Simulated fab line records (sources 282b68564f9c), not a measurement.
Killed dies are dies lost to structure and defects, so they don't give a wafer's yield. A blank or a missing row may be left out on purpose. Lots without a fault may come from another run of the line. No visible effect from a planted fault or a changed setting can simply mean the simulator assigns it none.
Lot-split experiment / flow ritCmos / 22 wafers read from 5 lots, route of 202 steps

THE SPLIT
At RIT_PLDD_IMPLANT_08, the setting energyKev was moved away from the recipe's 20 on 7 of the 22 wafers read, by -5.1% to +1.8%. All remaining wafers had this setting at the recipe value.

FROM THE SPLIT TO THE READING: what the file shows between them, 5 steps
- RIT_SPACER_CVD_03: deposits Si3N4 from SiH2Cl2/NH3, target thk 250 nm, time 3300 s (also split here: sih2cl2FlowSccm)
- RIT_SPACER_THK_MEAS_04
- RIT_SPACER_ETCHBACK_05: etches Si3N4 in SF6/CHF3, stops on SiO2, target depth 250 nm, time 240 s
- RIT_NSD_HARDBAKE_07: time 60 s (also split here: tempC)
- RIT_PSD_SOFTBAKE_02: time 60 s (also split here: timeS)

THE READING
etest.pldd.rsOhmSq (the simulator's own value, which no gauge read), at RIT_M1_PROBE_99. There is no usual value for it anywhere in the file. The 15 wafers here that ran the recipe average 496.4, standard deviation 17.

wafer=L075.1; tool, chamber at the split=implanter-02, 0; energyKev as run=20; against the recipe=recipe; etest.pldd.rsOhmSq=503.9; against lot-mates on the recipe=-
wafer=L075.2; tool, chamber at the split=implanter-02, 0; energyKev as run=20; against the recipe=recipe; etest.pldd.rsOhmSq=491.5; against lot-mates on the recipe=-
wafer=L075.5; tool, chamber at the split=implanter-02, 0; energyKev as run=20; against the recipe=recipe; etest.pldd.rsOhmSq=508.5; against lot-mates on the recipe=-
wafer=L077.3; tool, chamber at the split=implanter-03, 0; energyKev as run=20; against the recipe=recipe; etest.pldd.rsOhmSq=482.9; against lot-mates on the recipe=-
wafer=L077.4; tool, chamber at the split=implanter-03, 0; energyKev as run=20; against the recipe=recipe; etest.pldd.rsOhmSq=476.2; against lot-mates on the recipe=-
wafer=L077.5; tool, chamber at the split=implanter-03, 0; energyKev as run=20.35; against the recipe=+1.8%; etest.pldd.rsOhmSq=462.1; against lot-mates on the recipe=-17.4
wafer=L077.6; tool, chamber at the split=implanter-03, 0; energyKev as run=20.35; against the recipe=+1.8%; etest.pldd.rsOhmSq=462.9; against lot-mates on the recipe=-16.6
wafer=L076.1; tool, chamber at the split=implanter-01, 0; energyKev as run=20; against the recipe=recipe; etest.pldd.rsOhmSq=475.9; against lot-mates on the recipe=-
wafer=L076.2; tool, chamber at the split=implanter-01, 0; energyKev as run=19.03; against the recipe=-4.8%; etest.pldd.rsOhmSq=541.5; against lot-mates on the recipe=+59.0
wafer=L076.3; tool, chamber at the split=implanter-01, 0; energyKev as run=19.03; against the recipe=-4.8%; etest.pldd.rsOhmSq=553.4; against lot-mates on the recipe=+70.9
wafer=L076.4; tool, chamber at the split=implanter-01, 0; energyKev as run=20; against the recipe=recipe; etest.pldd.rsOhmSq=489.1; against lot-mates on the recipe=-
wafer=L076.5; tool, chamber at the split=implanter-01, 0; energyKev as run=19.03; against the recipe=-4.8%; etest.pldd.rsOhmSq=551; against lot-mates on the recipe=+68.5
wafer=L078.1; tool, chamber at the split=implanter-02, 0; energyKev as run=20; against the recipe=recipe; etest.pldd.rsOhmSq=498.9; against lot-mates on the recipe=-
wafer=L078.2; tool, chamber at the split=implanter-02, 0; energyKev as run=18.98; against the recipe=-5.1%; etest.pldd.rsOhmSq=559.6; against lot-mates on the recipe=+39.5
wafer=L078.3; tool, chamber at the split=implanter-02, 0; energyKev as run=20; against the recipe=recipe; etest.pldd.rsOhmSq=543.2; against lot-mates on the recipe=-
wafer=L078.5; tool, chamber at the split=implanter-02, 0; energyKev as run=18.98; against the recipe=-5.1%; etest.pldd.rsOhmSq=554.8; against lot-mates on the recipe=+34.7
wafer=L078.6; tool, chamber at the split=implanter-02, 0; energyKev as run=20; against the recipe=recipe; etest.pldd.rsOhmSq=518.3; against lot-mates on the recipe=-
wafer=L085.2; tool, chamber at the split=implanter-02, 0; energyKev as run=20; against the recipe=recipe; etest.pldd.rsOhmSq=495.1; against lot-mates on the recipe=-
wafer=L085.3; tool, chamber at the split=implanter-02, 0; energyKev as run=20; against the recipe=recipe; etest.pldd.rsOhmSq=482; against lot-mates on the recipe=-
wafer=L085.4; tool, chamber at the split=implanter-02, 0; energyKev as run=20; against the recipe=recipe; etest.pldd.rsOhmSq=494.1; against lot-mates on the recipe=-
wafer=L085.5; tool, chamber at the split=implanter-02, 0; energyKev as run=20; against the recipe=recipe; etest.pldd.rsOhmSq=494.4; against lot-mates on the recipe=-
wafer=L085.6; tool, chamber at the split=implanter-02, 0; energyKev as run=20; against the recipe=recipe; etest.pldd.rsOhmSq=491.9; against lot-mates on the recipe=-

THE FIT
A straight line over all 22 wafers: etest.pldd.rsOhmSq changes by -12 for each +1% of energyKev; r = -0.88; the points scatter about the line by 15.
The same after taking each lot's own level away (the mean of its wafers on the recipe; 22 wafers): -10.8 for each +1%; r = -0.91; scatter 12.
On that fit, the largest move of energyKev shifts the reading by 55.
Across the lots, their own levels run from 479.55 to 520.13, a range of 2.4 times the standard deviation given above.
So the lot-to-lot level changes the slope: the two fits differ.
Check: for one of the wafers moved furthest among these (-5.1%), held out of the fit, the line's prediction against its lot-mates is +59.6. Against them it came out at +39.5.

OTHER SPLITS ON THESE WAFERS
Other splits were also applied to these wafers ahead of the reading. Each is held against what the fit with the lots' levels taken away leaves over:
other split on the same wafers=RIT_PWELL_IMPLANT_08 energyKev; wafers away from the commonest value=7; r with etest.pldd.rsOhmSq (lot level and that fit taken away)=+0.21
other split on the same wafers=RIT_NRETRO_COAT_01 resistThkNm; wafers away from the commonest value=7; r with etest.pldd.rsOhmSq (lot level and that fit taken away)=-0.38
other split on the same wafers=RIT_NRETRO_IMPLANT_08 energyKev; wafers away from the commonest value=8; r with etest.pldd.rsOhmSq (lot level and that fit taken away)=+0.26
other split on the same wafers=RIT_PRETRO_COAT_01 spinRpm; wafers away from the commonest value=8; r with etest.pldd.rsOhmSq (lot level and that fit taken away)=+0.33
other split on the same wafers=RIT_PRETRO_IMPLANT_08 energyKev; wafers away from the commonest value=11; r with etest.pldd.rsOhmSq (lot level and that fit taken away)=-0.51
other split on the same wafers=RIT_GATE_DEVELOP_15 developTimeS; wafers away from the commonest value=7; r with etest.pldd.rsOhmSq (lot level and that fit taken away)=+0.21
other split on the same wafers=RIT_NLDD_COAT_01 resistThkNm; wafers away from the commonest value=4; r with etest.pldd.rsOhmSq (lot level and that fit taken away)=+0.11
other split on the same wafers=RIT_NLDD_IMPLANT_08 doseCm2; wafers away from the commonest value=7; r with etest.pldd.rsOhmSq (lot level and that fit taken away)=-0.30
other split on the same wafers=RIT_PLDD_SOFTBAKE_02 tempC; wafers away from the commonest value=11; r with etest.pldd.rsOhmSq (lot level and that fit taken away)=+0.28
other split on the same wafers=RIT_SPACER_CVD_03 sih2cl2FlowSccm; wafers away from the commonest value=14; r with etest.pldd.rsOhmSq (lot level and that fit taken away)=-0.14
other split on the same wafers=RIT_NSD_HARDBAKE_07 tempC; wafers away from the commonest value=8; r with etest.pldd.rsOhmSq (lot level and that fit taken away)=-0.34
other split on the same wafers=RIT_PSD_SOFTBAKE_02 timeS; wafers away from the commonest value=10; r with etest.pldd.rsOhmSq (lot level and that fit taken away)=+0.39

THE WHOLE CHAIN: every reading that the file lists as answering this split, in the file's order
step=RIT_PLDD_IMPLANT_08; what it does=; reading=implant.rpNm (the simulator's own value, which no gauge read); change (the file's fit)=+0.133 nm for each +1% of the setting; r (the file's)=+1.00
step=RIT_PLDD_IMPLANT_08; what it does=; reading=implant.drpNm (the simulator's own value, which no gauge read); change (the file's fit)=+0.069 nm for each +1% of the setting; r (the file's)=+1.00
step=RIT_M1_PROBE_99; what it does=; reading=etest.pldd.rsOhmSq (the simulator's own value, which no gauge read); change (the file's fit)=-10.3 for each +1% of the setting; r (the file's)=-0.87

THE FILE'S OWN FIT
etest.pldd.rsOhmSq changes by -10.3 for each +1% of energyKev, r = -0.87.
